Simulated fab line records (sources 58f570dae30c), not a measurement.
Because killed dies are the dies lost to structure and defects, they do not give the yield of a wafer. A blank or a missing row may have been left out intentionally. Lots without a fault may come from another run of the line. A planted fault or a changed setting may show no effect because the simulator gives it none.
2 desks, one fault / flow berkeleyCmos170 / every desk sees just its own numbers, and what lay behind them comes last

AT THE METROLOGY DESK
Means of the sampled wafers that have a number, per lot and without regard to the tool the lot ran on: this is what the gauges read. If a lot's mean is further than 4 standard deviations from the usual mean, the lot is out of limits and carries the mark OUT (the distance appears in the brackets).
Columns: A = M2_AL_RS at UCB170_M2_RS_MEAS_02, usual 0.0323 ohm/sq; B = M2_AL_THK at UCB170_M2_THK_MEAS_03, usual 910 nm; C = cdNm at UCB170_M2_CD_MEAS_15, usual 699.9 nm
lot=L817; first seen here=day 8 12:49; A=0.0326; B=902; C=699.7
lot=L816; first seen here=day 8 14:01; A=0.0318; B=921; C=699.4
lot=L820; first seen here=day 9 00:50; A=0.0321; B=919; C=701.8
lot=L821; first seen here=day 9 01:25; A=0.0314; B=939; C=699.6
lot=L818; first seen here=day 9 02:52; A=0.0326; B=896; C=698.1
lot=L819; first seen here=day 9 05:45; A=0.0322; B=908; C=699.6
lot=L825; first seen here=day 10 03:02; A=0.0482 (+35) OUT; B=615 (-23) OUT; C=699.5
lot=L827; first seen here=day 10 05:05; A=0.0490 (+36) OUT; B=605 (-23) OUT; C=699.5
lot=L833; first seen here=day 11 14:47; A=0.0327; B=893; C=699.5
lot=L832; first seen here=day 11 17:17; A=0.0322; B=916; C=700.8
lot=L835; first seen here=day 12 01:07; A=0.0322; B=913; C=698.8
lot=L837; first seen here=day 13 02:17; A=0.0325; B=905; C=699.4
lot=L839; first seen here=day 13 07:02; A=0.0324; B=905; C=699.7
This desk reports L825, L827 out of limits; the earliest was L825 at day 10 03:02 (M2_AL_RS at UCB170_M2_RS_MEAS_02). In limits: L817, L816, L820, L821, L818, L819, L833, L832, L835, L837, L839.

FOR THE TOOL OWNER'S DESK: pvdSputter-02
The tool's own readings at UCB170_M2_SPUTTER_01 (material Al, target thk 900 nm, time 120 s): means of the sampled wafers that have a number, for each lot that ran on this tool. If a lot's mean is further than 4 standard deviations from the usual mean, the lot is out of limits and carries the mark OUT (the distance appears in the brackets).
Columns: A = cathodeDcPowerW at UCB170_M2_SPUTTER_01, usual 6000.0 W; B = throttleValvePct at UCB170_M2_SPUTTER_01, usual 29.8 %
lot=L820; first seen here=day 9 00:46; A=5999.8; B=29.8
lot=L819; first seen here=day 9 05:40; A=5999.9; B=28.6
lot=L825; first seen here=day 10 02:57; A=6001.1; B=29.0
lot=L827; first seen here=day 10 04:56; A=5998.8; B=28.1
This desk found nothing out of limits on any of the 4 lots.

PUT TOGETHER
Metrology desk: alarm possible at day 10 03:02 on L825, L827.
The desk of the tool owner found nothing out of limits.
On record at the tool owner's desk: L825, L827, within its limits.
On pvdSputter-02, each named lot ran UCB170_M2_SPUTTER_01.

WHAT THE SIMULATOR HAD INSERTED
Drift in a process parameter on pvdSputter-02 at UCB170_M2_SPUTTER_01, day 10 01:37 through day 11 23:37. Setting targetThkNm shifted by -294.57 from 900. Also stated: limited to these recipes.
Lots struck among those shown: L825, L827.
Delay in hours, fault start to first out-of-limits reading, per desk: metrology desk 1.
